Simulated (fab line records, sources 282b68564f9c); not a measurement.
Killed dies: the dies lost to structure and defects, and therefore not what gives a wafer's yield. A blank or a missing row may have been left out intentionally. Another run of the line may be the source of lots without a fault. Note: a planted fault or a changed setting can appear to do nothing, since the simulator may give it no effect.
fab line records	flow ritCmos
record lots=5	wafers=15	lastDay=7
route steps=202 shown PRETRO@72 GATE@75 FOX2@80 REOX@98 NLDD@103 SDANNEAL@155 M1@202
lots with no fault: from the same line, run without faults
startH: hours from the record's first day to the start of the lot's first wafer shown	waitH: hours from the lot's prior step to this one	" same as the row above	L1.1+2: a row that stands for several wafers	- either no value or no given start	* or withheld: withheld	< > ~ a bound
route shown NAME@n: a module of which the file shows steps, and the number in the route of the first	usual: mean/standard deviation of fault-free wafers	same: alike in all rows	chamber/n: place in a boat	sites: readings site by site	_std_site: the standard deviation of these	_edge_site: mean of outer sites minus mean of inner sites	radiusMm: for every site, how far away it sits from the centre of the wafer	mask NAME#n: copy n	behind: the most recent tool/chamber to have shaped the wafer	hold: why the lot was held/for how many hours/how that ended	device: names the non-switching transistor (n, p or np)	end of line: the route-end tests of the same wafers	a step given without rows: its recipe and nothing more	killed: dies that structure and defects cost at the first sort, which is not the same as the wafer's yield	map: the dies of a wafer, with x for killed, . for not killed, _ for no die there
set.NAME: the run value of the setting; set.NAME@STEP: its run value at that earlier step	model.NAME: the simulator's own value behind a step, which no gauge read
a table for each step, a row for each wafer; lots at some steps of the route
services: when a tool's chamber went out of use (startH, in hours from the record's first day, below 0 if earlier), for how many hours, and the reason
## steps
# step RIT_PRETRO_IMPLANT_08
# recipe species=B	energyKev=45	doseCm2=1.2e+13	tiltDeg=7
# step RIT_PRETRO_STRIP_09
# recipe chemistry=O2	timeS=180	resist=NOVOLAK	platenTempC=withheld	powerW=500	pressureMtorr=4000	o2FlowSccm=4000
# usual drypumpMotorCurrentA=5.78/0.27
lot.wafer	tool	chamber	startH	waitH	drypumpMotorCurrentA	rfHoursCounterH
L276.2	plasmaAsher-01	1	47.99	0.1	5.52	39
L276.4	"	1	"	"	5.49	-
L276.5	"	1	"	"	5.52	-
L277.2	plasmaAsher-01	0	52.99	0.1	5.99	40
L277.3	"	1	"	"	5.53	-
L277.4	"	0	"	"	6.00	-
L282.1	plasmaAsher-02	1	86.44	0.1	5.89	45
L282.2	"	0	"	"	6.15	45
L282.5	"	1	"	"	5.89	-
L286.1	plasmaAsher-04	0	98.41	0.1	5.42	43
L286.3	"	1	"	"	5.66	-
L286.4	"	0	"	"	5.41	-
L294.2	plasmaAsher-02	0	140.21	0.1	6.16	51
L294.4	"	0	"	"	6.15	-
L294.6	"	1	"	"	5.91	-
# step RIT_PRETRO_TW_MEAS_10
# usual PRETRO_TW=476/4.1
lot.wafer	tool	chamber	startH	waitH	PRETRO_TW
L276.2	filmMetro-04	-	48.17	0.1	475
L276.4	"	-	"	"	472
L276.5	"	-	"	"	474
L277.2	filmMetro-04	-	53.17	0.1	472
L277.3	"	-	"	"	474
L277.4	"	-	"	"	475
L282.1	filmMetro-04	-	86.62	0.1	479
L282.2	"	-	"	"	480
L282.5	"	-	"	"	475
L286.1	filmMetro-04	-	98.59	0.1	477
L286.3	"	-	"	"	478
L286.4	"	-	"	"	481
L294.2	filmMetro-01	-	140.40	0.1	481
L294.4	"	-	"	"	480
L294.6	"	-	"	"	484
# step RIT_GATE_WET_ETCH_00
# recipe chemistry=BOE	target=SiO2	targetDepthNm=56	timeS=60	dry=n2Spin	dilution=10:1	tempC=21.5
# step RIT_GATE_CLEAN_01
# recipe chemistry=SC1	mix=3:3:50	timeS=600	tempC=75
# step RIT_GATE_CLEAN_02
# recipe chemistry=dHF	dilution=50:1	timeS=30
# step RIT_GATE_CLEAN_03
# recipe chemistry=SC2	mix=3:3:50	timeS=600	tempC=75	dry=n2Spin
# step RIT_GATE_CLEAN_04
# recipe chemistry=dHF	dilution=50:1	timeS=60	dry=n2Spin
# step RIT_FOX2_THK_MEAS_91
# recipe reads=SiO2_of_FOX2_OXIDATION_00
# usual FIELD_OXIDE_LEFT_2_THK=251/5.8
lot.wafer	tool	chamber	startH	waitH	FIELD_OXIDE_LEFT_2_THK[nm]
L276.2	filmMetro-02	-	48.68	0.0	265
L276.4	"	-	"	"	256
L276.5	"	-	"	"	259
L277.2	filmMetro-04	-	53.69	0.0	246
L277.3	"	-	"	"	246
L277.4	"	-	"	"	245
L282.1	filmMetro-03	-	87.24	0.0	255
L282.2	"	-	"	"	256
L282.5	"	-	"	"	250
L286.1	filmMetro-04	-	99.08	0.0	250
L286.3	"	-	"	"	253
L286.4	"	-	"	"	252
L294.2	filmMetro-04	-	140.91	0.0	258
L294.4	"	-	"	"	254
L294.6	"	-	"	"	260
# step RIT_GATE_OXIDATION_05
# recipe tempC=900	ambient=O2	targetThkA=30	oxTimeS=270
# step RIT_GATE_ANNEAL_06
# recipe tempC=900	timeS=600	ambient=N2O
# step RIT_GATE_THK_MEAS_07
# recipe reads=SiO2_of_GATE_OXIDATION_05
# usual GATE_OXIDE_THK=2.98/0.059
lot.wafer	tool	chamber	startH	waitH	GATE_OXIDE_THK[nm]
L276.2	filmMetro-04	-	50.07	0.0	3.00
L276.4	"	-	"	"	2.94
L276.5	"	-	"	"	2.95
L277.2	filmMetro-03	-	60.54	0.0	2.89
L277.3	"	-	"	"	2.94
L277.4	"	-	"	"	2.94
L282.1	filmMetro-03	-	92.86	0.0	2.98
L282.2	"	-	"	"	2.96
L282.5	"	-	"	"	2.90
L286.1	filmMetro-02	-	103.74	0.0	2.87
L286.3	"	-	"	"	2.86
L286.4	"	-	"	"	2.90
L294.2	filmMetro-04	-	149.76	0.0	3.01
L294.4	"	-	"	"	3.07
L294.6	"	-	"	"	3.03
# step RIT_GATE_CVD_08
# recipe material=poly-Si	targetThkNm=250	tempC=610	precursor=SiH4	timeS=2220	pressureMtorr=300	sih4FlowSccm=100
# usual pressureMtorr=299.9/0.58	zonePowerLoadPct=11.4/0.84
lot.wafer	tool	chamber	startH	waitH	pressureMtorr	zonePowerLoadPct	model.poly-Si_of_GATE_CVD_08.thkNm
L276.2	lpcvd-01	0	50.51	0.4	299.5	11.9	249.9
L276.4	"	0	"	"	299.1	11.9	249.8
L276.5	"	0	"	"	299.1	11.7	250
L277.2	lpcvd-02	0	60.59	0.0	300.1	12.1	244.7
L277.3	"	0	"	"	300.1	12.1	246.3
L277.4	"	0	"	"	300.7	11.8	246.2
L282.1	lpcvd-02	0	92.92	0.1	299.0	11.9	250.6
L282.2	"	0	"	"	299.2	12.1	253.3
L282.5	"	0	"	"	300.6	11.9	248.7
L286.1	lpcvd-01	0	104.97	1.2	239.3	11.9	222
L286.3	"	0	"	"	239.1	12.0	222.3
L286.4	"	0	"	"	240.4	12.1	223.1
L294.2	lpcvd-02	1	149.81	0.0	299.6	10.9	252.5
L294.4	"	1	"	"	298.7	11.0	250.1
L294.6	"	1	"	"	299.7	10.9	250.3
# step RIT_GATE_THK_MEAS_09
# recipe reads=poly-Si_of_GATE_CVD_08
# usual GATE_POLY_THK=249.9/2.2
lot.wafer	tool	chamber	startH	waitH	GATE_POLY_THK[nm]
L276.2	filmMetro-04	-	52.14	0.0	249.7
L276.4	"	-	"	"	249.7
L276.5	"	-	"	"	250.1
L277.2	filmMetro-04	-	62.21	0.0	244.4
L277.3	"	-	"	"	246.4
L277.4	"	-	"	"	246.1
L282.1	filmMetro-04	-	94.54	0.0	250.6
L282.2	"	-	"	"	253.3
L282.5	"	-	"	"	248.6
L286.1	filmMetro-02	-	106.58	0.0	221.9
L286.3	"	-	"	"	222.2
L286.4	"	-	"	"	223.1
L294.2	filmMetro-04	-	151.44	0.0	252.4
L294.4	"	-	"	"	250.0
L294.6	"	-	"	"	250.6
# step RIT_GATE_HMDS_10
# recipe primeTimeS=60	primeTempC=140
# step RIT_GATE_COAT_11
# recipe resist=NOVOLAK	spinRpm=4250	resistThkNm=850
# step RIT_GATE_SOFTBAKE_12
# recipe resist=NOVOLAK	tempC=90	timeS=60
# step RIT_GATE_EXPOSE_13
# recipe maskId=M6	na=0.6	sourceShape=conventional	sigmaOuter=0.6	targetCdNm=150	doseMj=380
# step RIT_GATE_PEB_14
# recipe resist=NOVOLAK	tempC=withheld	timeS=withheld
# step RIT_GATE_DEVELOP_15
# recipe resist=NOVOLAK	developTimeS=50	devTempC=23
# step RIT_GATE_CD_MEAS_16
# recipe targetCdNm=150
# usual cdNm=151.1/2.5
lot.wafer	tool	chamber	startH	waitH	cdNm
L276.2	cdSem-01	-	53.18	-	153.1
L276.4	"	-	"	"	153.4
L276.5	"	-	"	"	153.4
L277.2	cdSem-01	-	63.13	-	152.5
L277.3	"	-	"	"	152.8
L277.4	"	-	"	"	152.1
L282.1	cdSem-01	-	95.57	-	155.4
L282.2	"	-	"	"	151.3
L282.5	"	-	"	"	153.5
L286.1	cdSem-01	-	107.62	-	152.1
L286.3	"	-	"	"	150.8
L286.4	"	-	"	"	152.1
L294.2	cdSem-01	-	152.48	-	152.2
L294.4	"	-	"	"	152.7
L294.6	"	-	"	"	152.6
# step RIT_GATE_OVL_MEAS_17
# usual GATE_OVL=0.6/1.2
lot.wafer	tool	chamber	startH	waitH	GATE_OVL[nm]
L276.2	overlay-02	-	53.29	0.1	1.4
L276.4	"	-	"	"	2.1
L276.5	"	-	"	"	2.4
L277.2	overlay-01	-	63.24	0.1	1.5
L277.3	"	-	"	"	1.4
L277.4	"	-	"	"	1.3
L282.1	overlay-02	-	95.69	0.1	3.3
L282.2	"	-	"	"	1.8
L282.5	"	-	"	"	-0.2
L286.1	overlay-01	-	107.74	0.1	-0.4
L286.3	"	-	"	"	2.3
L286.4	"	-	"	"	-1.1
L294.2	overlay-02	-	152.59	0.1	2.3
L294.4	"	-	"	"	2.1
L294.6	"	-	"	"	1.2
# step RIT_GATE_HARDBAKE_18
# recipe resist=NOVOLAK	tempC=140	timeS=60
# step RIT_GATE_ETCH_19
# recipe chemistry=SF6/CHF3/O2	timeS=165	SF6_flow_sccm=30	CHF3_flow_sccm=30	O2_flow_sccm=5	target=poly-Si	pressureMtorr=40	rfW=160	targetDepthA=3125	overEtchFrac=0.25	stopOn=SiO2
# usual drypumpMotorCurrentA=5.9/0.64	oesProductAu=0.847/0.015	throttleValvePct=10.27/0.16
lot.wafer	tool	chamber	startH	waitH	drypumpMotorCurrentA	oesProductAu	rfHoursCounterH	throttleValvePct	model.etch.depthNm	model.GATE.featureDepthNm
L276.2	rieSi-01	1	53.47	0.1	5.5	0.858	28	10.13	249.9	249.9
L276.4	"	0	"	"	6.3	0.824	1	10.22	249.8	249.8
L276.5	"	2	"	"	6.2	0.860	-	10.01	250	250
L277.2	rieSi-02	0	63.42	0.1	5.2	0.834	37	10.33	244.7	244.7
L277.3	"	1	"	"	5.8	0.860	51	10.53	246.3	246.3
L277.4	"	2	"	"	4.8	0.847	52	10.26	246.2	246.2
L282.1	rieSi-02	2	95.88	0.1	4.8	0.860	52	10.27	250.6	250.6
L282.2	"	0	"	"	5.2	0.854	37	10.33	253.3	253.3
L282.5	"	0	"	"	5.2	0.843	-	10.34	248.7	248.7
L286.1	rieSi-01	3	107.92	0.1	6.8	0.776	1	10.43	222	222
L286.3	"	2	"	"	6.2	0.789	108	10.01	222.3	222.3
L286.4	"	1	"	"	5.5	0.802	29	10.13	223.1	223.1
L294.2	rieSi-01	0	152.77	0.1	6.2	0.826	2	10.21	252.5	252.5
L294.4	"	1	"	"	5.5	0.853	29	10.12	250.1	250.1
L294.6	"	2	"	"	6.2	0.851	-	10.00	250.3	250.3
# step RIT_GATE_STRIP_20
# recipe chemistry=O2	timeS=180	resist=NOVOLAK	platenTempC=withheld	powerW=500	pressureMtorr=4000	o2FlowSccm=4000
# usual drypumpMotorCurrentA=5.8/0.31
lot.wafer	tool	chamber	startH	waitH	drypumpMotorCurrentA	rfHoursCounterH
L276.2	plasmaAsher-03	0	53.58	0.1	6.0	27
L276.4	"	0	"	"	6.0	-
L276.5	"	0	"	"	6.0	-
L277.2	plasmaAsher-02	0	63.53	0.1	6.2	42
L277.3	"	0	"	"	6.2	-
L277.4	"	1	"	"	5.9	-
L282.1	plasmaAsher-01	1	95.99	0.1	5.6	44
L282.2	"	0	"	"	6.0	44
L282.5	"	1	"	"	5.6	-
L286.1	plasmaAsher-01	1	108.03	0.1	5.5	45
L286.3	"	0	"	"	6.0	-
L286.4	"	1	"	"	5.6	-
L294.2	plasmaAsher-03	1	152.88	0.1	5.3	37
L294.4	"	0	"	"	6.0	-
L294.6	"	0	"	"	6.0	-
# step RIT_GATE_CD_MEAS_90
# recipe targetCdNm=150
# usual cdNm=151.1/2.5
lot.wafer	tool	chamber	startH	waitH	cdNm
L276.2	cdSem-01	-	53.77	0.1	152.9
L276.4	"	-	"	"	153.2
L276.5	"	-	"	"	153.3
L277.2	cdSem-02	-	63.72	0.1	152.5
L277.3	"	-	"	"	152.5
L277.4	"	-	"	"	151.8
L282.1	cdSem-01	-	96.16	0.1	155.2
L282.2	"	-	"	"	151.5
L282.5	"	-	"	"	153.1
L286.1	cdSem-02	-	108.21	0.1	152.3
L286.3	"	-	"	"	151.2
L286.4	"	-	"	"	151.7
L294.2	cdSem-02	-	153.07	0.1	152.0
L294.4	"	-	"	"	153.0
L294.6	"	-	"	"	152.3
# step RIT_REOX_CLEAN_00
# recipe chemistry=SC1	mix=3:3:50	timeS=600	tempC=75
# step RIT_REOX_CLEAN_01
# recipe chemistry=dHF	dilution=50:1	timeS=30
# step RIT_REOX_CLEAN_02
# recipe chemistry=SC2	mix=3:3:50	timeS=600	tempC=75	dry=n2Spin
# step RIT_REOX_OXIDATION_03
# recipe tempC=900	ambient=O2	targetThkA=252	oxTimeS=5580
# step RIT_REOX_THK_MEAS_04
# recipe reads=SiO2_of_REOX_OXIDATION_03
# usual REOX_OXIDE_THK=25.0/0.55
lot.wafer	tool	chamber	startH	waitH	REOX_OXIDE_THK[nm]
L276.2	filmMetro-02	-	58.97	0.0	24.6
L276.4	"	-	"	"	24.5
L276.5	"	-	"	"	24.0
L277.2	filmMetro-04	-	71.18	0.0	25.1
L277.3	"	-	"	"	25.2
L277.4	"	-	"	"	25.0
L282.1	filmMetro-02	-	99.93	0.0	25.1
L282.2	"	-	"	"	25.3
L282.5	"	-	"	"	24.8
L286.1	filmMetro-02	-	111.45	0.0	25.1
L286.3	"	-	"	"	25.0
L286.4	"	-	"	"	24.9
L294.2	filmMetro-04	-	157.79	0.0	26.0
L294.4	"	-	"	"	26.0
L294.6	"	-	"	"	26.1
# step RIT_NLDD_HMDS_00
# recipe primeTimeS=60	primeTempC=140
# step RIT_NLDD_COAT_01
# recipe resist=NOVOLAK	spinRpm=3250	resistThkNm=1000
# step RIT_NLDD_SOFTBAKE_02
# recipe resist=NOVOLAK	tempC=90	timeS=60
# step RIT_NLDD_EXPOSE_03
# recipe maskId=M7	na=0.57	targetCdNm=40700	doseMj=250
# step RIT_NLDD_PEB_04
# recipe resist=NOVOLAK	tempC=withheld	timeS=withheld
# step RIT_NLDD_DEVELOP_05
# recipe resist=NOVOLAK	developTimeS=50	devTempC=23
# step RIT_NLDD_OVL_MEAS_06
# usual NLDD_OVL=-0.1/1.2
lot.wafer	tool	chamber	startH	waitH	NLDD_OVL[nm]
L276.2	overlay-01	-	60.00	-	-1.6
L276.4	"	-	"	"	0.1
L276.5	"	-	"	"	-0.6
L277.2	overlay-01	-	72.21	-	1.2
L277.3	"	-	"	"	-1.5
L277.4	"	-	"	"	0.8
L282.1	overlay-01	-	101.04	-	0.3
L282.2	"	-	"	"	-2.8
L282.5	"	-	"	"	-1.1
L286.1	overlay-02	-	112.45	-	2.5
L286.3	"	-	"	"	0.6
L286.4	"	-	"	"	1.5
L294.2	overlay-02	-	158.82	-	-2.2
L294.4	"	-	"	"	-0.9
L294.6	"	-	"	"	-0.1
# step RIT_NLDD_HARDBAKE_07
# recipe resist=NOVOLAK	tempC=140	timeS=60
# step RIT_NLDD_IMPLANT_08
# recipe species=P	energyKev=20	doseCm2=5e+14	tiltDeg=7
# step RIT_NLDD_STRIP_09
# recipe chemistry=O2	timeS=180	resist=NOVOLAK	platenTempC=withheld	powerW=500	pressureMtorr=4000	o2FlowSccm=4000
# usual drypumpMotorCurrentA=5.73/0.3
lot.wafer	tool	chamber	startH	waitH	drypumpMotorCurrentA	rfHoursCounterH
L276.2	plasmaAsher-02	1	60.33	0.1	5.91	42
L276.4	"	1	"	"	5.93	-
L276.5	"	1	"	"	5.90	-
L277.2	plasmaAsher-02	1	72.54	0.1	5.91	43
L277.3	"	0	"	"	6.16	-
L277.4	"	1	"	"	5.91	-
L282.1	plasmaAsher-02	0	101.38	0.1	6.16	46
L282.2	"	1	"	"	5.90	46
L282.5	"	0	"	"	6.17	-
L286.1	plasmaAsher-04	0	112.88	0.1	5.45	45
L286.3	"	0	"	"	5.41	-
L286.4	"	1	"	"	5.63	-
L294.2	plasmaAsher-02	1	159.15	0.1	5.90	53
L294.4	"	1	"	"	5.91	-
L294.6	"	1	"	"	5.90	-
# step RIT_NLDD_TW_MEAS_10
# usual NLDD_TW=2494/24
lot.wafer	tool	chamber	startH	waitH	NLDD_TW
L276.2	filmMetro-02	-	60.52	0.1	2478
L276.4	"	-	"	"	2482
L276.5	"	-	"	"	2479
L277.2	filmMetro-01	-	72.72	0.1	2527
L277.3	"	-	"	"	2513
L277.4	"	-	"	"	2526
L282.1	filmMetro-03	-	101.56	0.1	2449
L282.2	"	-	"	"	2457
L282.5	"	-	"	"	2451
L286.1	filmMetro-01	-	113.06	0.1	2501
L286.3	"	-	"	"	2514
L286.4	"	-	"	"	2521
L294.2	filmMetro-02	-	159.34	0.1	2484
L294.4	"	-	"	"	2474
L294.6	"	-	"	"	2490
# step RIT_SDANNEAL_CLEAN_02
# recipe chemistry=SC2	mix=3:3:50	timeS=600	tempC=75	dry=n2Spin
lot.wafer	tool	chamber	startH	waitH	model.poly-Si_of_GATE_CVD_08.thkNm
L276.2	wetBench-03	2	67.95	0.0	162.2
L276.4	"	2	"	"	161.7
L276.5	"	2	"	"	162.3
L277.2	wetBench-03	1	81.25	0.0	158.3
L277.3	"	1	"	"	159.9
L277.4	"	1	"	"	159.1
L282.1	wetBench-01	2	109.06	0.0	163.5
L282.2	"	2	"	"	166.1
L282.5	"	2	"	"	161.9
L286.1	wetBench-01	0	120.26	0.0	135.3
L286.3	"	0	"	"	135.9
L286.4	"	0	"	"	136.4
L294.2	wetBench-02	1	166.50	0.0	165.4
L294.4	"	1	"	"	163.2
L294.6	"	1	"	"	162.7
# step RIT_M1_PROBE_99
# usual killedAtContacts=0.1/0.32	killedAtFrontEnd=6/3.1	killedDies=7/3.2	killedOpen=3.1/1.9	killedShort=3.5/2.2
# same grossDies=264	killed_at_M0_to_M3=0	killed_at_M4_up=0	killedAtBackSide=0	killedAtOther=0
lot.wafer	tool	chamber	startH	waitH	killedAtContacts	killedAtFrontEnd	killedDies	killedOpen	killedShort	model.etest.nmosTurned.driveUaUm	model.etest.pmosTurned.driveUaUm	model.etest.ppolyLine.rsOhmSq	model.etest.nmos_0p15.toxInvNm
L276.2	prober-01	-	76.02	0.1	0	2	2	1	1	336.6	197.2	16.39	4.398
L276.4	prober-01	-	76.12	0.2	0	4	4	0	4	337.5	196.5	16.59	4.362
L276.5	prober-01	-	76.17	0.2	0	8	8	4	4	346.3	204.1	16.63	4.369
L277.2	prober-02	-	89.68	0.1	0	5	5	3	2	325.4	201.4	16.55	4.449
L277.3	prober-02	-	89.73	0.2	0	7	7	3	4	319.1	197.2	16.47	4.46
L277.4	prober-02	-	89.78	0.2	1	9	10	7	3	325.9	202.9	16.47	4.409
L282.1	prober-02	-	117.31	0.1	0	3	3	2	1	324.6	188.9	16.35	4.442
L282.2	prober-02	-	117.36	0.1	0	9	9	6	3	330.7	189.6	16.46	4.393
L282.5	prober-02	-	117.51	0.2	0	4	4	0	4	339.7	194.3	16.34	4.421
L286.1	prober-01	-	128.00	0.1	0	10	10	5	5	379.1	209.3	16.53	4.279
L286.3	prober-01	-	128.10	0.2	0	5	5	2	3	380.6	211.3	16.59	4.289
L286.4	prober-01	-	128.15	0.2	0	5	5	3	2	379.6	212.1	16.68	4.247
L294.2	prober-02	-	174.33	0.1	0	12	12	6	6	299.1	176.2	16.4	4.517
L294.4	prober-02	-	174.43	0.2	0	4	4	2	2	299.5	177.3	16.32	4.518
L294.6	prober-02	-	174.53	0.2	0	5	5	3	2	300.6	174.9	16.4	4.482
# killed by level:class
L276.2 GATE:geometricParticle:short=1 SILICIDE:geometricParticle:open=1
L276.4 SPACER:geometricParticle:short=2 GATE:geometricParticle:short=1 SILICIDE:geometricParticle:short=1
L276.5 GATE:geometricParticle:open=3 GATE:geometricParticle:short=2 SPACER:geometricParticle:short=2 SPACER:geometricParticle:open=1
L277.2 SILICIDE:geometricParticle:open=2 GATE:geometricParticle:open=1 GATE:geometricParticle:short=1 SPACER:geometricParticle:short=1
L277.3 GATE:geometricParticle:short=2 FOX1:geometricParticle:open=1 GATE:geometricParticle:open=1 REOX:geometricParticle:short=1 SPACER:geometricParticle:open=1 SPACER:geometricParticle:short=1
L277.4 SPACER:geometricParticle:open=3 SILICIDE:geometricParticle:short=2 FOX1:geometricParticle:short=1 FOX2:geometricParticle:open=1 GATE:geometricParticle:open=1 SILICIDE:geometricParticle:open=1 CONTACT:geometricParticle:open=1
L282.1 GATE:geometricParticle:short=1 GATE:geometricParticle:open=1 SILICIDE:geometricParticle:open=1
L282.2 REOX:geometricParticle:open=3 GATE:geometricParticle:short=1 GATE:geometricParticle:open=1 REOX:geometricParticle:short=1 SPACER:geometricParticle:open=1 SPACER:geometricParticle:short=1 SILICIDE:geometricParticle:open=1
L282.5 REOX:geometricParticle:short=2 GATE:geometricParticle:short=1 SPACER:geometricParticle:short=1
L286.1 GATE:geometricParticle:short=3 REOX:geometricParticle:open=2 FOX1:geometricParticle:open=1 GATE:geometricParticle:open=1 SILICIDE:geometricParticle:short=1 SILICIDE:geometricParticle:open=1 STARTING-WAFER:geometricParticle:short=1
L286.3 SILICIDE:geometricParticle:short=3 FOX1:geometricParticle:open=1 GATE:geometricParticle:open=1
L286.4 GATE:geometricParticle:open=2 FOX1:geometricParticle:short=1 FOX2:geometricParticle:short=1 SPACER:geometricParticle:open=1
L294.2 REOX:geometricParticle:open=4 GATE:geometricParticle:open=2 GATE:geometricParticle:short=2 REOX:geometricParticle:short=2 FOX2:geometricParticle:short=1 SPACER:geometricParticle:short=1
L294.4 GATE:geometricParticle:short=2 GATE:geometricParticle:open=1 SILICIDE:geometricParticle:open=1
L294.6 SPACER:geometricParticle:open=2 GATE:geometricParticle:short=1 REOX:geometricParticle:open=1 SPACER:geometricParticle:short=1
## services
tool	chamber	startH	hours	kind
lpcvd-01	-	34.94	0.9	repair
plasmaAsher-01	-	43.43	1.2	repair
plasmaAsher-04	-	49.04	2.8	pm
plasmaAsher-04	-	85.90	2.0	repair
plasmaAsher-04	-	89.52	2.1	repair
plasmaAsher-01	-	108.75	9.0	pm
plasmaAsher-01	0	108.75	9.0	ventCycle
plasmaAsher-01	1	108.75	9.0	ventCycle
plasmaAsher-01	0	117.75	-	clean
plasmaAsher-01	1	117.75	-	clean
lpcvd-01	-	127.38	1.0	repair
## key
firstSign step=RIT_GATE_CVD_08	reading=pressureMtorr	direction=down	sigmas=99+	usual=299.9	struck=239.6
effect step=RIT_GATE_THK_MEAS_09	reading=GATE_POLY_THK	direction=down	sigmas=12	usual=249.9	struck=222.4
effect step=RIT_GATE_ETCH_19	reading=oesProductAu	direction=down	sigmas=3.8	usual=0.847	struck=0.789
modelEffect step=RIT_GATE_CVD_08	value=poly-Si_of_GATE_CVD_08.thkNm	without=248.9	struck=222.5
modelEffect step=RIT_GATE_ETCH_19	value=etch.depthNm	without=248.9	struck=222.5
modelEffect step=RIT_SDANNEAL_CLEAN_02	value=poly-Si_of_GATE_CVD_08.thkNm	without=162.3	struck=135.9
modelEffect step=RIT_M1_PROBE_99	value=etest.nmosTurned.driveUaUm	without=336.7	struck=379.8
metAt RIT_GATE_CVD_08
struckWafers L286.1,L286.3,L286.4
testerLeftOut L286
onsetBetween 50.51 104.97
fault kind=processParameterDrift	tool=lpcvd-01	chamber=0	onsetH=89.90	steps=RIT_GATE_CVD_08	channel=pressureMtorr	offset=-60	shape=step	endH=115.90	actsIn=theseRecipesOnly	stated=300
# testerLeftOut: of these lots the tester's yield and bins aren't shown, on N5 and GAA mostly nor the transistor test; their killed dies are dies lost to structure and defects alone, not to doping, threshold or leakage, so they don't give the yield
